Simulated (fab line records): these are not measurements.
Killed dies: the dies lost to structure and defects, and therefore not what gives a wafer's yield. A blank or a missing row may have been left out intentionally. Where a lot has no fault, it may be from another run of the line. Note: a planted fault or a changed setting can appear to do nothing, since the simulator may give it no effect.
Struck lot and sound lot, side by side    flow berkeleyCmos170    18 out of 331 route steps
Sound: these wafers, L903.3, L903.4, L903.5. Struck: wafers L904.1, L904.2, L904.4. Last of all comes the cause.
Order at every step that has rows: each side's tool, ch and its chambers, its first start. Under that, the readings that differ: sound wafers    struck wafers    difference of the means    sigmas: that difference in standard deviations of wafers without a fault.
alike: words and numbers the same on both sides, and readings whose means are apart by under 2 such deviations; not compared: readings that were withheld, readings missing a value for some wafer, numbers with overlapping values and no deviation given by the record, and bounds like >300 which may hide the same value.
Wherever a step has rows on one side only, a row that says differs or no value, or a row with sigmas, the two part there. When numbers do not overlap yet have no deviation, they are printed without sigmas and do not part them. A reading missing from all wafers of one side parts the sides only when that side holds two or more wafers.

first, 2 steps without rows for these wafers: UCB170_PLDD_PEB_04; UCB170_PLDD_DEVELOP_05 (develop time 45 s).
UCB170_PLDD_CD_MEAS_06: the cd target is 1200 nm.
  sound: cdSem-02 at day 9 07:25; struck: cdSem-02 at day 9 08:34
  alike: cdNm
UCB170_PLDD_OVL_MEAS_07:
  sound: overlay-02 at day 9 07:31; struck: overlay-02 at day 9 08:41
  alike: PLDD_OVL
then, 2 steps without rows for these wafers: UCB170_PLDD_IMPLANT_08; UCB170_PLDD_IMPLANT_09.
UCB170_PLDD_STRIP_10: strips in O2.
  sound on plasmaAsher-04 ch 0,1, day 9 07:52; struck on plasmaAsher-03 ch 0,1, day 9 09:01
  alike: drypumpMotorCurrentA, oesProductAu, stripTimeToEndpointS
  not compared: rfHoursCounterH
UCB170_PLDD_TW_MEAS_11:
  sound: filmMetro-04 at day 9 07:58; struck: filmMetro-02 at day 9 09:07
  alike: PLDD_TW
then, 4 steps without rows for these wafers: UCB170_PLDD_CLEAN_12 (cleans in SPM, time 600 s); UCB170_NLDD_HMDS_00 (prime time 60 s); UCB170_NLDD_COAT_01 (resist thk 900 nm); UCB170_NLDD_SOFTBAKE_02 (time 60 s).
UCB170_NLDD_EXPOSE_03: exposes mask NSELECT, target cd 1200 nm.
  sound on krfScanner-02 ch 0, day 9 08:41; struck on krfScanner-02 ch 0, day 9 10:02
  alike: mask, reticleTempC, stageVelMmS
then, 2 steps without rows for these wafers: UCB170_NLDD_PEB_04; UCB170_NLDD_DEVELOP_05 (develop time 45 s).
UCB170_NLDD_CD_MEAS_06: the cd target is 1200 nm.
  sound: cdSem-01 at day 9 09:04; struck: cdSem-02 at day 9 10:26
reading    sound                 struck                difference  sigmas
cdNm (nm)  1199.7 1199.3 1199.9  1211.0 1212.6 1205.4  +10.0       +7
UCB170_NLDD_OVL_MEAS_07:
  sound: overlay-01 at day 9 09:10; struck: overlay-02 at day 9 10:34
  alike: NLDD_OVL
UCB170_M3_PROBE_99:
  record: rows for the struck wafers here (prober-01, day 11 05:28), none for the sound ones

## WHERE THEY PART
At UCB170_NLDD_CD_MEAS_06 first; at UCB170_M3_PROBE_99 last (within this record only).

WHY: whatever the simulator had introduced
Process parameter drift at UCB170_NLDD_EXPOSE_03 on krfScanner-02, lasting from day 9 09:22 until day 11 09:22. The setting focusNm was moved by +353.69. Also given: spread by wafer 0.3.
